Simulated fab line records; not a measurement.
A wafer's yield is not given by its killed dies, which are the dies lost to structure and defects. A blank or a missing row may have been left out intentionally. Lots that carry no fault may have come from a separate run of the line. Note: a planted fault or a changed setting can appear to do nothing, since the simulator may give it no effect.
One fault through the eyes of 2 desks    flow berkeley_cmos170    each desk holds nothing but its own numbers, with what lay behind them at the end

## THE METROLOGY DESK
What the gauges read, lot by lot, whatever tool the lot ran on: means of the sampled wafers that have a number. Any lot whose mean is over 4 standard deviations away from the usual mean is out of limits and marked OUT; that distance is given in the brackets.
Columns: A = cd_nm at UCB170_PSD_CD_MEAS_06, usual 1200.1 nm; B = NSD_TW at UCB170_NSD_TW_MEAS_10, usual 4159
lot   first seen here  A       B
L987  day 8 05:44      1195.5  4152
L985  day 8 05:50      1199.3  4116
L986  day 8 06:09      1199.7  4158
L988  day 8 14:57      1200.0  4157
L991  day 9 08:10      1198.5  4143
L990  day 9 08:14      1199.8  4138
L993  day 9 19:01      1199.5  4135
L992  day 9 19:16      1203.1  4150
L994  day 10 04:24     1199.8  4178
L996  day 10 10:01     1200.1  4185
L103  day 11 21:58     1202.7  4187
L105  day 12 06:49     1202.1  4189
L107  day 12 07:05     1199.3  4196
L106  day 12 07:36     1203.1  4204
L108  day 12 17:17     1199.1  4106
This desk's verdict: no lot among the 15 shows anything out of limits.

## THE TOOL OWNER'S DESK: rtp_anneal-01
The tool's own readings at UCB170_SILICIDE_RTA_04 (time 15 s): means of the sampled wafers that have a number, for each lot that ran on this tool. Any lot whose mean is over 4 standard deviations away from the usual mean is out of limits and marked OUT; that distance is given in the brackets.
Columns: A = chamber_o2_ppm at UCB170_SILICIDE_RTA_04, usual 2.003; B = lamp_power_pct at UCB170_SILICIDE_RTA_04, usual 11.3 %; C = wafer_temp_C_max at UCB170_SILICIDE_RTA_04, usual 653.4
lot   first seen here  A                         B     C
L987  day 8 11:34      2.010                     10.2  652.8
L986  day 8 11:47      1.991                     10.2  652.9
L988  day 8 19:32      61.991 (+99 or more) OUT  10.2  652.4
L991  day 9 14:31      61.997 (+99 or more) OUT  10.2  652.8
L992  day 10 00:37     61.997 (+99 or more) OUT  10.2  653.2
L105  day 12 10:48     2.006                     10.2  652.8
L107  day 12 11:15     1.991                     10.2  652.9
L106  day 12 11:43     2.030                     10.2  653.6
This desk's verdict: out of limits on L988, L991, L992, starting with L988 at day 8 19:32 (chamber_o2_ppm at UCB170_SILICIDE_RTA_04). L987, L986, L105, L107, L106: within limits.

## ALL TOGETHER
The tool owner's desk had the chance to raise an alarm at day 8 19:32 on L988, L991, L992.
From the metrology desk's view, nothing was out of limits.
The metrology desk holds a record of L988, L991, L992, inside its limits.
Of the lots named, all ran UCB170_SILICIDE_RTA_04 on rtp_anneal-01.

## WHAT HAD BEEN PUT IN BY THE SIMULATOR
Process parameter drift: rtp_anneal-01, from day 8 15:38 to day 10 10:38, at UCB170_SILICIDE_RTA_04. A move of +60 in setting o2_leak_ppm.
Shown lots that were struck: L988, L991, L992.
Delay in hours, fault start to first out-of-limits reading, by desk: the tool owner's desk at 4.
